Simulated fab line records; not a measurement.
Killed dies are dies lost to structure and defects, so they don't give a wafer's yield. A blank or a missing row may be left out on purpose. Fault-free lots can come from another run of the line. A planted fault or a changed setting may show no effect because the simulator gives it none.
Struck lot and sound lot, side by side -- flow berkeleyCmos170 -- 14 steps out of a route of 331
Sound: wafers L772.1, L772.3, L772.6. Wafers L759.1, L759.2, L759.6 were the ones struck. Last of all comes the cause.
Per side, at each step with rows, come the tool, then ch with its chambers, and then its first start. Under that, the readings that differ: sound wafers -- struck wafers -- difference of the means -- sigmas: that difference in standard deviations of wafers without a fault.
alike: a reading whose means differ by less than 2 such deviations, as well as words and numbers matching on both sides. not compared: withheld readings; readings where some wafer has no value; bounds like >300 that might hide an equal value; numbers whose values overlap and for which the record gives no deviation.
The two part at a step that has a row with sigmas, a row that says differs or no value, or rows on one side only. Numbers that have no deviation but don't overlap get no sigmas and don't part them. A reading that every wafer of one side lacks parts them only if that side has two wafers or more.

first, 1 step without rows for these wafers: UCB170_ZERO_DEVELOP_05 (develop time 45 s).
UCB170_ZERO_ETCH_06: etches SiO2 in CHF3/CF4/Ar, time 12 s.
  sound on rieDiel-01 ch 2,3, day 6 07:42; struck on rieDiel-01 ch 0,2, day 3 16:42
  alike: drypumpMotorCurrentA, oesProductAu, throttleValvePct
  not compared: rfHoursCounterH
UCB170_ZERO_STRIP_07: strips in O2.
  sound on plasmaAsher-04 ch 0,1, day 6 07:44; struck on plasmaAsher-03 ch 0,1, day 3 16:43
  alike: drypumpMotorCurrentA, oesProductAu, stripTimeToEndpointS
  not compared: rfHoursCounterH
then, 2 steps without rows for these wafers: UCB170_NWELL_WET_ETCH_00 (etches SiO2 in dHF, time 200 s); UCB170_NWELL_OXIDATION_01 (target thk 26.4 nm, ox time 1260 s).
UCB170_NWELL_THK_MEAS_02:
  sound: filmMetro-02 at day 6 10:49; struck: filmMetro-03 at day 4 00:23
  alike: NWELL_OXIDE_THK
then, 2 steps without rows for these wafers: UCB170_NWELL_ANNEAL_03 (time 900 s); UCB170_NWELL_CVD_04 (deposits Si3N4 from SiH2Cl2/NH3, target thk 224 nm, time 3360 s).
UCB170_NWELL_THK_MEAS_05:
  sound: filmMetro-02 at day 6 16:48; struck: filmMetro-02 at day 4 07:08
reading,sound,struck,difference,sigmas
NWELL_NITRIDE_THK (nm),221.9 222.9 222.6,227.8 227.0 226.8,+4.7,+3
then, 3 steps without rows for these wafers: UCB170_NWELL_HMDS_06 (prime time 60 s); UCB170_NWELL_COAT_07 (resist thk 900 nm); UCB170_NWELL_SOFTBAKE_08 (time 60 s).
UCB170_NWELL_EXPOSE_09: exposes mask NWELL, target cd 3000 nm.
  struck on krfScanner-01, day 4 07:59; sound on krfScanner-02 ch 0, day 6 17:26
  no value came back on the struck wafers for exposureDoseMJCm2, focusOffsetNm (nm), reticleTempC (C); on the sound wafers exposureDoseMJCm2 reads 25.018 24.990 24.995
  alike: mask
next, for these wafers, 1 step has no rows: UCB170_NWELL_PEB_10.

## WHERE THEY PART
Earliest at UCB170_NWELL_THK_MEAS_05; latest, in this record, at UCB170_NWELL_EXPOSE_09.

WHY: whatever the simulator had introduced
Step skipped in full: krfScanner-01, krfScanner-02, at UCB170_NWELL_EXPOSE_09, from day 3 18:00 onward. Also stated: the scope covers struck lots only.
